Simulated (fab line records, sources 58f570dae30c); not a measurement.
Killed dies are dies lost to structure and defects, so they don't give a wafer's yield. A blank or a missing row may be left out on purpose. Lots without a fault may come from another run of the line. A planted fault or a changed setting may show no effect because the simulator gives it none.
Which tool did it? | flow berkeley_cmos170 | 13 lots, 39 wafers sampled, at 3 steps of a route of 331

WHAT THE GAUGES READ, wafer by wafer
UCB170_V1_CD_MEAS_90: target cd 700 nm. Usual: cd_nm 700.0 nm, standard deviation 1.4.
lot  | measured     | on        | cd_nm (nm)        | flag
L182 | day 7 05:07  | cd_sem-02 | 700.3 698.4 701.1 |
L183 | day 7 20:14  | cd_sem-02 | 700.3 701.2 699.0 |
L189 | day 8 15:40  | cd_sem-01 | 700.2 699.5 701.6 |
L188 | day 8 16:25  | cd_sem-01 | 701.5 703.3 702.3 |
L193 | day 9 18:25  | cd_sem-01 | 699.0 698.9 699.0 |
L199 | day 10 12:07 | cd_sem-01 | 698.3 698.9 698.6 |
L197 | day 10 12:23 | cd_sem-01 | 699.4 699.3 699.7 |
L200 | day 11 03:41 | cd_sem-01 | 700.0 699.3 699.3 |
L201 | day 11 10:40 | cd_sem-02 | 698.9 698.6 697.2 |
L202 | day 11 14:22 | cd_sem-02 | 700.5 699.9 700.2 |
L204 | day 11 14:35 | cd_sem-01 | 700.4 702.0 702.3 |
L203 | day 11 16:29 | cd_sem-01 | 701.2 703.0 701.8 |
L205 | day 12 01:56 | cd_sem-01 | 697.6 698.1 699.8 |

UCB170_V2_OVL_MEAS_13. Usual: V2_OVL 0 nm, standard deviation 6.1.
lot  | measured     | on         | V2_OVL (nm) | flag
L182 | day 7 13:26  | overlay-02 | -4 -2 1     |
L183 | day 8 01:18  | overlay-01 | -4 2 4      |
L189 | day 8 22:28  | overlay-01 | -2 -6 -10   |
L188 | day 9 03:10  | overlay-02 | 10 3 6      |
L193 | day 9 23:28  | overlay-02 | 3 -4 -1     |
L199 | day 10 17:20 | overlay-01 | 0 -6 5      |
L197 | day 10 17:46 | overlay-02 | 2 2 7       |
L200 | day 11 08:32 | overlay-01 | 0 0 -5      |
L201 | day 11 15:08 | overlay-02 | -13 -1 0    |
L202 | day 11 19:20 | overlay-01 | 3 -5 -2     |
L204 | day 11 19:38 | overlay-02 | 2 3 6       |
L203 | day 11 21:02 | overlay-02 | -5 -5 0     |
L205 | day 12 06:37 | overlay-02 | 0 10 -10    |

WHICH TOOL RAN EACH LOT (tool, then ch and the chambers of the sampled wafers, then the start)
lot  | UCB170_CONTACT_STRIP_19
L182 | plasma_asher-02 ch 0, day 6 19:20
L183 | plasma_asher-03 ch 0,1, day 7 13:13
L189 | plasma_asher-03 ch 0,1, day 8 03:26
L188 | plasma_asher-02 ch 0,1, day 8 08:36
L193 | plasma_asher-01 ch 1, day 9 10:39
L199 | plasma_asher-01 ch 0, day 10 02:04
L197 | plasma_asher-03 ch 0,1, day 10 02:11
L200 | plasma_asher-02 ch 0,1, day 10 19:59
L201 | plasma_asher-01 ch 0,1, day 11 02:03
L202 | plasma_asher-01 ch 0,1, day 11 05:28
L204 | plasma_asher-03 ch 1, day 11 07:34
L203 | plasma_asher-02 ch 0,1, day 11 08:05
L205 | plasma_asher-01 ch 0,1, day 11 18:32
- UCB170_CONTACT_STRIP_19: strips in O2.

WHAT THE TOOLS THEMSELVES READ (means of the sampled wafers that have a number; where no wafer has one, the mark that the record gives instead)
UCB170_CONTACT_STRIP_19. Usual: drypump_motor_current_A 5.7 A, standard deviation 0.32; o2_flow_sccm 399.9 sccm, standard deviation 1.2; oes_product_au 0.726 a.u., standard deviation 0.0049.
lot  | tool            | drypump_motor_current_A (A) | o2_flow_sccm (sccm) | oes_product_au (a.u.) | flag
L182 | plasma_asher-02 | 5.7                         | 400.6               | 0.721                 |
L183 | plasma_asher-03 | 5.6                         | 401.2               | 0.727                 |
L189 | plasma_asher-03 | 5.6                         | 400.2               | 0.734                 |
L188 | plasma_asher-02 | 5.9                         | 399.7               | 0.726                 |
L193 | plasma_asher-01 | 6.0                         | 400.8               | 0.724                 |
L199 | plasma_asher-01 | 5.5                         | 398.8               | 0.726                 |
L197 | plasma_asher-03 | 5.4                         | 399.6               | 0.723                 |
L200 | plasma_asher-02 | 5.9                         | 400.2               | 0.726                 |
L201 | plasma_asher-01 | 5.9                         | 399.9               | 0.726                 |
L202 | plasma_asher-01 | 5.7                         | 400.3               | 0.720                 |
L204 | plasma_asher-03 | 5.8                         | 401.3               | 0.727                 |
L203 | plasma_asher-02 | 5.8                         | 399.8               | 0.726                 |
L205 | plasma_asher-01 | 5.8                         | 399.0               | 0.726                 |

THE ANSWER, worked out from the rows above alone
Rule: a lot is off if the mean of its wafers that have a number lies more than 3 standard deviations from the usual mean. A lot without any number at a reading at which 4 lots or more have one is off too. The other lots that the step has rows for count as sound. The gauges are gone through in route order, then the tools' own readings, and for those a lot's mean is taken as printed above. The first step at which some lot is off is used, and at that step the reading that is off furthest; a lot without a number counts as furthest.
No lot is off at any reading shown: from this, nothing can be told.

WHAT THE SIMULATOR HAD PUT IN
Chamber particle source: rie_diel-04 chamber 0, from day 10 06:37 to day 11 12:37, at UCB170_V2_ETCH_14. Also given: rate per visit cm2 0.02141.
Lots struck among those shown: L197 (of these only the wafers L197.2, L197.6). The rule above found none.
